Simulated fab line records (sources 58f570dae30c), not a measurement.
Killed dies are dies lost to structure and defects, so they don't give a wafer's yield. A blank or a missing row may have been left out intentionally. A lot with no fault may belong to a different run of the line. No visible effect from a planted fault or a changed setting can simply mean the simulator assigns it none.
Which of the tools did it? | flow berkeley-cmos170 | 13 lots, 39 wafers sampled, at 4 steps of a route of 331

## WHAT EACH GAUGE READ, for each wafer
UCB170_NLDD_CD_MEAS_06 targets a cd of 1200 nm. Usual: 1200.5 nm for cd-nm, sd 1.4.
lot  | measured     | on        | cd-nm (nm)           | flag
L603 | day 7 02:26  | cd-sem-02 | 1199.5 1200.1 1198.7 |
L605 | day 7 19:52  | cd-sem-02 | 1199.8 1199.3 1200.3 |
L607 | day 8 08:56  | cd-sem-02 | 1200.9 1201.6 1199.6 |
L606 | day 8 09:42  | cd-sem-02 | 1198.3 1198.1 1196.6 |
L604 | day 8 10:20  | cd-sem-02 | 1202.5 1202.9 1201.4 |
L608 | day 8 14:35  | cd-sem-02 | 1200.2 1199.8 1197.9 |
L609 | day 8 14:59  | cd-sem-01 | 1199.4 1199.1 1200.7 |
L610 | day 8 15:26  | cd-sem-01 | 1200.0 1201.0 1200.3 |
L611 | day 9 00:01  | cd-sem-02 | 1201.0 1201.7 1201.8 |
L618 | day 10 13:04 | cd-sem-02 | 1201.1 1200.1 1201.4 |
L620 | day 11 07:35 | cd-sem-02 | 1198.7 1198.8 1199.4 |
L623 | day 12 13:58 | cd-sem-01 | 1199.7 1199.7 1199.4 |
L624 | day 12 14:23 | cd-sem-02 | 1200.6 1200.6 1201.4 |

UCB170_SILICIDE_THK_MEAS_03: measures by xrf. Usual: SILICIDE_TI_THK typically reads 30.5 nm, with standard deviation 0.43.
lot  | measured     | on            | SILICIDE_TI_THK (nm)          | flag
L603 | day 7 15:44  | film-metro-01 | 30.5 30.0 30.3                |
L605 | day 8 11:31  | film-metro-02 | 30.4 29.9 29.8                |
L607 | day 8 22:55  | film-metro-01 | 29.6 30.0 29.7                |
L606 | day 8 23:12  | film-metro-02 | 30.0 30.6 29.9                |
L604 | day 8 23:23  | film-metro-01 | 31.2 31.3 31.5                |
L608 | day 9 02:36  | film-metro-01 | 30.7 31.0 30.9                |
L609 | day 9 02:58  | film-metro-03 | 29.9 30.6 30.4                |
L610 | day 9 03:22  | film-metro-01 | 31.4 30.9 31.1                |
L611 | day 9 11:41  | film-metro-02 | 30.6 30.7 29.9                |
L618 | day 11 06:52 | film-metro-01 | 32.6 32.7 32.6 32.6 32.7 32.6 | OFF
L620 | day 12 03:34 | film-metro-01 | 32.7 33.3 33.1 32.7 33.3 33.2 | OFF
L623 | day 13 10:23 | film-metro-01 | 32.8 32.4 32.6 32.7 32.4 32.5 | OFF
L624 | day 13 10:24 | film-metro-03 | 30.3 29.8 29.9                |

## TOOL THAT RAN EACH LOT (tool first, then ch and the chambers of the sampled wafers, then the start)
lot  | UCB170_GATE_ETCH_14                | UCB170_NSD_STRIP_09
L603 | rie-diel-01 ch 0, day 6 21:26      | plasma-asher-01 ch 0,1, day 7 13:38
L605 | rie-diel-01 ch 0,2,3, day 7 16:32  | plasma-asher-02 ch 0,1, day 8 08:55
L607 | rie-diel-04 ch 0,3, day 8 05:23    | plasma-asher-02 ch 0,1, day 8 19:32
L606 | rie-diel-01 ch 0,2,3, day 8 05:40  | plasma-asher-03 ch 0, day 8 19:53
L604 | rie-diel-04 ch 0,1, day 8 05:56    | plasma-asher-01 ch 0,1, day 8 19:46
L608 | rie-diel-01 ch 1,2, day 8 11:28    | plasma-asher-02 ch 0,1, day 9 00:32
L609 | rie-diel-02 ch 2,3, day 8 11:44    | plasma-asher-03 ch 0,1, day 9 00:43
L610 | rie-diel-04 ch 0,3, day 8 11:54    | plasma-asher-01 ch 0,1, day 9 01:15
L611 | rie-diel-02 ch 0,1,3, day 8 19:16  | plasma-asher-03 ch 0,1, day 9 09:35
L618 | rie-diel-04 ch 0,2,3, day 10 09:34 | plasma-asher-01 ch 0,1, day 11 04:41
L620 | rie-diel-02 ch 0,1,2, day 10 22:37 | plasma-asher-03 ch 0,1, day 11 22:14
L623 | rie-diel-04 ch 1,2,3, day 12 10:53 | plasma-asher-03 ch 0,1, day 13 04:24
L624 | rie-diel-02 ch 0,1, day 12 11:07   | plasma-asher-02 ch 0,1, day 13 04:33
- UCB170_GATE_ETCH_14: etches BARC in N2/H2.
- UCB170_NSD_STRIP_09: strips in O2.

## WHAT THE TOOLS THEMSELVES READ (means of the sampled wafers that have a number; where no wafer has one, the mark that the record gives instead)
UCB170_GATE_ETCH_14. Usual: drypump-motor-current-A 5.78 A, standard deviation 0.28; n2-flow-sccm 100.0 sccm, standard deviation 0.33; oes-product-au 1.003 a.u., standard deviation 0.027; throttle-valve-pct 13.28 %, standard deviation 0.18.
lot  | tool        | drypump-motor-current-A (A) | n2-flow-sccm (sccm) | oes-product-au (a.u.) | throttle-valve-pct (%) | flag
L603 | rie-diel-01 | 5.81                        | 100.2               | 1.012                 | 13.36                  |
L605 | rie-diel-01 | 5.88                        | 100.2               | 1.009                 | 13.19                  |
L607 | rie-diel-04 | 5.68                        | 99.8                | 0.990                 | 13.13                  |
L606 | rie-diel-01 | 5.87                        | 100.0               | 1.007                 | 13.19                  |
L604 | rie-diel-04 | 5.83                        | 99.9                | 0.970                 | 13.11                  |
L608 | rie-diel-01 | 5.77                        | 100.0               | 0.971                 | 13.29                  |
L609 | rie-diel-02 | 6.06                        | 99.9                | 0.998                 | 13.40                  |
L610 | rie-diel-04 | 5.68                        | 99.9                | 1.008                 | 13.28                  |
L611 | rie-diel-02 | 5.52                        | 100.3               | 0.992                 | 13.36                  |
L618 | rie-diel-04 | 5.78                        | 100.0               | 1.018                 | 13.28                  |
L620 | rie-diel-02 | 5.51                        | 100.0               | 0.975                 | 13.40                  |
L623 | rie-diel-04 | 5.85                        | 100.0               | 1.013                 | 13.33                  |
L624 | rie-diel-02 | 5.23                        | 99.8                | 0.983                 | 13.42                  |

UCB170_NSD_STRIP_09. Usual: drypump-motor-current-A 5.8 A, standard deviation 0.71; oes-product-au 0.536 a.u., standard deviation 0.0049; strip-time-to-endpoint-s 35.61 s, standard deviation 0.073.
lot  | tool            | drypump-motor-current-A (A) | oes-product-au (a.u.) | strip-time-to-endpoint-s (s) | flag
L603 | plasma-asher-01 | 5.3                         | 0.534                 | 35.64                        |
L605 | plasma-asher-02 | 6.2                         | 0.534                 | 35.63                        |
L607 | plasma-asher-02 | 6.2                         | 0.541                 | 35.62                        |
L606 | plasma-asher-03 | 5.0                         | 0.540                 | 35.58                        |
L604 | plasma-asher-01 | 5.3                         | 0.539                 | 35.59                        |
L608 | plasma-asher-02 | 6.2                         | 0.537                 | 35.58                        |
L609 | plasma-asher-03 | 6.0                         | 0.531                 | 35.64                        |
L610 | plasma-asher-01 | 5.3                         | 0.536                 | 35.55                        |
L611 | plasma-asher-03 | 5.5                         | 0.536                 | 35.58                        |
L618 | plasma-asher-01 | 5.7                         | 0.536                 | 35.54                        |
L620 | plasma-asher-03 | 5.5                         | 0.538                 | 35.69                        |
L623 | plasma-asher-03 | 5.5                         | 0.531                 | 35.58                        |
L624 | plasma-asher-02 | 6.2                         | 0.535                 | 35.72                        |

## THE ANSWER, worked out from the rows above alone
Rule: lot off if the mean of its wafers having a number is beyond 3 standard deviations from the usual mean. Also off: a lot with no number at a reading for which 4 or more lots have one. The other lots that the step has rows for count as sound. First the gauges in route order, then the tools' own readings, where a lot's mean is used as printed above. The first step at which some lot is off is used, and at that step the reading that is off furthest; a lot without a number counts as furthest.
Off: L618, L620, L623, seen at UCB170_SILICIDE_THK_MEAS_03 (SILICIDE_TI_THK).
A tool fits if, at a process step before that reading, it ran every lot that is off, and no sound lot after the first of them. Those tools and the gauges at UCB170_SILICIDE_THK_MEAS_03 are tried in the same way. One candidate fits, namely film-metro-01 at UCB170_SILICIDE_THK_MEAS_03. Its last sound lot is L610 (day 9 03:22), its first lot that is off L618 (day 11 06:52): a fault that began between those two fits.

## WHAT THE SIMULATOR PUT IN
Metrology matching offset: film-metro-01, from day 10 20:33 on, at UCB170_SILICIDE_THK_MEAS_03. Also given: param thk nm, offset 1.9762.
Lots struck among those shown: L618, L620, L623. The rule given above showed the same thing.
